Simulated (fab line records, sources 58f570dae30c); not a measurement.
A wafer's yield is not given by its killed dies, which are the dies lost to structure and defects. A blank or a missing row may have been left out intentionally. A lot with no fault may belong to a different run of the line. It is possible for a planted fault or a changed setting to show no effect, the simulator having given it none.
Which tool was responsible?	flow berkeley-cmos170	15 lots with 45 wafers sampled at 3 steps, on a route of 331 steps

== WHAT THE GAUGES SHOWED, per wafer ==
UCB170_M2_RS_MEAS_02: uses a four-point probe to measure.
lot	measured	on	M2_AL_RS (ohm/sq)
L300	day 7 10:40	film-metro-02	0.0318 0.0324 0.0322
L301	day 7 10:54	film-metro-03	0.0322 0.0326 0.0322
L304	day 8 01:17	film-metro-01	0.0320 0.0323 0.0320
L305	day 8 01:31	film-metro-02	0.0321 0.0321 0.0320
L308	day 8 19:37	film-metro-01	0.0325 0.0325 0.0326
L310	day 9 06:41	film-metro-02	0.0323 0.0327 0.0321
L312	day 9 17:41	film-metro-01	0.0330 0.0323 0.0321
L311	day 9 17:58	film-metro-02	0.0323 0.0325 0.0330
L314	day 10 10:31	film-metro-02	0.0324 0.0320 0.0336
L315	day 10 13:10	film-metro-02	0.0317 0.0321 0.0324
L316	day 10 13:26	film-metro-01	0.0341 0.0326 0.0325
L317	day 11 01:04	film-metro-01	0.0322 0.0338 0.0323
L319	day 11 11:26	film-metro-03	0.0321 0.0316 0.0323
L320	day 11 21:20	film-metro-01	0.0316 0.0314 0.0324
L322	day 12 09:52	film-metro-03	0.0323 0.0319 0.0323

UCB170_M2_THK_MEAS_03: measures by xrf.
lot	measured	on	M2_AL_THK (nm)
L300	day 7 10:46	film-metro-02	928 913 920
L301	day 7 11:01	film-metro-03	907 894 905
L304	day 8 01:24	film-metro-01	916 908 921
L305	day 8 01:38	film-metro-02	921 919 925
L308	day 8 19:44	film-metro-01	909 903 897
L310	day 9 06:48	film-metro-02	912 900 915
L312	day 9 17:48	film-metro-01	889 906 912
L311	day 9 18:05	film-metro-02	913 906 895
L314	day 10 10:37	film-metro-02	911 920 879
L315	day 10 13:17	film-metro-02	926 921 909
L316	day 10 13:33	film-metro-01	861 894 904
L317	day 11 01:10	film-metro-01	917 871 907
L319	day 11 11:33	film-metro-03	910 921 904
L320	day 11 21:28	film-metro-01	923 930 907
L322	day 12 09:58	film-metro-03	909 921 906

== WHAT TOOL EACH LOT RAN ON (gives the tool, then ch and the chambers of the sampled wafers, and finally the start) ==
lot	UCB170_M2_SPUTTER_01
L300	pvd-sputter-03, day 7 10:33
L301	pvd-sputter-01, day 7 10:49
L304	pvd-sputter-03, day 8 01:11
L305	pvd-sputter-02, day 8 01:26
L308	pvd-sputter-01, day 8 19:31
L310	pvd-sputter-03, day 9 06:35
L312	pvd-sputter-01, day 9 17:36
L311	pvd-sputter-03, day 9 17:52
L314	pvd-sputter-03, day 10 10:25
L315	pvd-sputter-02, day 10 13:04
L316	pvd-sputter-03, day 10 13:20
L317	pvd-sputter-03, day 11 00:56
L319	pvd-sputter-01, day 11 11:21
L320	pvd-sputter-01, day 11 21:16
L322	pvd-sputter-02, day 12 09:45
- UCB170_M2_SPUTTER_01: material Al, target thk 900 nm, time 120 s.

== WHAT THE TOOLS THEMSELVES READ (means of the sampled wafers that have a number; where no wafer has one, the mark that the record gives instead) ==
UCB170_M2_SPUTTER_01.
lot	tool	throttle-valve-pct (%)
L300	pvd-sputter-03	30.7
L301	pvd-sputter-01	29.3
L304	pvd-sputter-03	30.8
L305	pvd-sputter-02	30.4
L308	pvd-sputter-01	30.1
L310	pvd-sputter-03	32.2
L312	pvd-sputter-01	29.5
L311	pvd-sputter-03	30.9
L314	pvd-sputter-03	31.4
L315	pvd-sputter-02	29.8
L316	pvd-sputter-03	31.6
L317	pvd-sputter-03	31.4
L319	pvd-sputter-01	29.7
L320	pvd-sputter-01	29.4
L322	pvd-sputter-02	29.4

== THE ANSWER, worked out from the rows above alone ==
Rule: usual is defined by the lots themselves. Put in order of their means at a reading, lots are off if they are a third of the lots or fewer, leave a main group of 4 or more, and stand apart from it by a gap of 3 or more times the standard deviation of the main group's means; of several such gaps the widest counts. Not used: any main group whose means are identical at the precision the tables above print for the reading. A lot without any number at a reading at which 4 lots or more have one is off too. All remaining lots with rows at the step are treated as sound. Order of review: gauges by route order, followed by the tools' own readings, for which a lot's mean as printed above is used. At the first step where some lot is off, the reading lying furthest off is the one used; lots without a number count as furthest.
Nothing can be told from this: no lot is off at any reading shown.

== WHAT HAD BEEN PUT IN BY THE SIMULATOR ==
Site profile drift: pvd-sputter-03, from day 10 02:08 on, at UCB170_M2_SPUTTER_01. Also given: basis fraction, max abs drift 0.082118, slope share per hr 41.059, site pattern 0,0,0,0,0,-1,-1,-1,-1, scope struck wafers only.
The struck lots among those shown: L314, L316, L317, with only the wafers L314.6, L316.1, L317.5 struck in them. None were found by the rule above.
